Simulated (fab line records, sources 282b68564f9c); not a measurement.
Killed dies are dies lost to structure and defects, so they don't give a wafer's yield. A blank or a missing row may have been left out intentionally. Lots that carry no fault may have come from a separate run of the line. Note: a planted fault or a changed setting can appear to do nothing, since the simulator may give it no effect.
Which tool did it? + flow rit-cmos + Sampling: 7 lots, 21 wafers, 2 of 202 route steps

## WHAT EACH GAUGE READ, for each wafer
RIT_ACTIVE_THK_MEAS_02.
| lot  | measured    | on            | ACTIVE_OXIDE_THK (nm) |
|------|-------------|---------------|-----------------------|
| L725 | day 1 22:05 | film-metro-04 | 47.8 47.2 47.6        |
| L727 | day 2 08:04 | film-metro-02 | 47.4 47.0 47.6        |
| L729 | day 2 18:04 | film-metro-03 | 47.0 48.1 47.0        |
| L732 | day 3 09:04 | film-metro-04 | 52.0 52.5 51.8        |
| L734 | day 3 19:03 | film-metro-02 | 52.7 52.4 52.3        |
| L743 | day 5 16:13 | film-metro-04 | 47.6 48.3 48.0        |
| L745 | day 6 02:15 | film-metro-04 | 45.8 45.5 46.5        |

## WHAT TOOL EACH LOT RAN ON (gives the tool, then ch and the chambers of the sampled wafers, and finally the start)
| lot  | RIT_ACTIVE_OXIDATION_01      |
|------|------------------------------|
| L725 | furnace-04 ch 0, day 1 20:07 |
| L727 | furnace-03 ch 0, day 2 06:07 |
| L729 | furnace-03 ch 0, day 2 16:07 |
| L732 | furnace-03 ch 0, day 3 07:07 |
| L734 | furnace-03 ch 0, day 3 17:07 |
| L743 | furnace-01 ch 0, day 5 14:16 |
| L745 | furnace-01 ch 0, day 6 00:19 |
- RIT_ACTIVE_OXIDATION_01: target thk 46.8 nm, ox time 3360 s.

## THE ANSWER, worked out from the rows above alone
Rule: what is usual is taken from the lots themselves. Put in order of their means at a reading, lots are off if they are a third of the lots or fewer, leave a main group of 4 or more, and stand apart from it by a gap of 3 or more times the standard deviation of the main group's means; of several such gaps the widest counts. Not used: any main group whose means are identical at the precision the tables above print for the reading. A lot without any number at a reading at which 4 lots or more have one is off too. The other lots that the step has rows for count as sound.
Off: L732, L734, at RIT_ACTIVE_THK_MEAS_02 (ACTIVE_OXIDE_THK). The main group: mean 47.2 nm, standard deviation 0.68.
If a tool, at a process step before that reading, ran all the lots that are off and no sound lot after the first of them, it fits. Gauges at RIT_ACTIVE_THK_MEAS_02: tried the same way as those tools. One fits: RIT_ACTIVE_OXIDATION_01 on furnace-03. Its last sound lot is L729 (day 2 16:07), its first lot that is off L732 (day 3 07:07): a fault that began between those two fits.

## WHAT WAS PUT IN BY THE SIMULATOR
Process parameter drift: furnace-03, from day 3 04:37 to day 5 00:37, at RIT_ACTIVE_OXIDATION_01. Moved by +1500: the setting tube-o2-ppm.
Shown lots that were struck: L732, L734. The rule above reached the same finding.
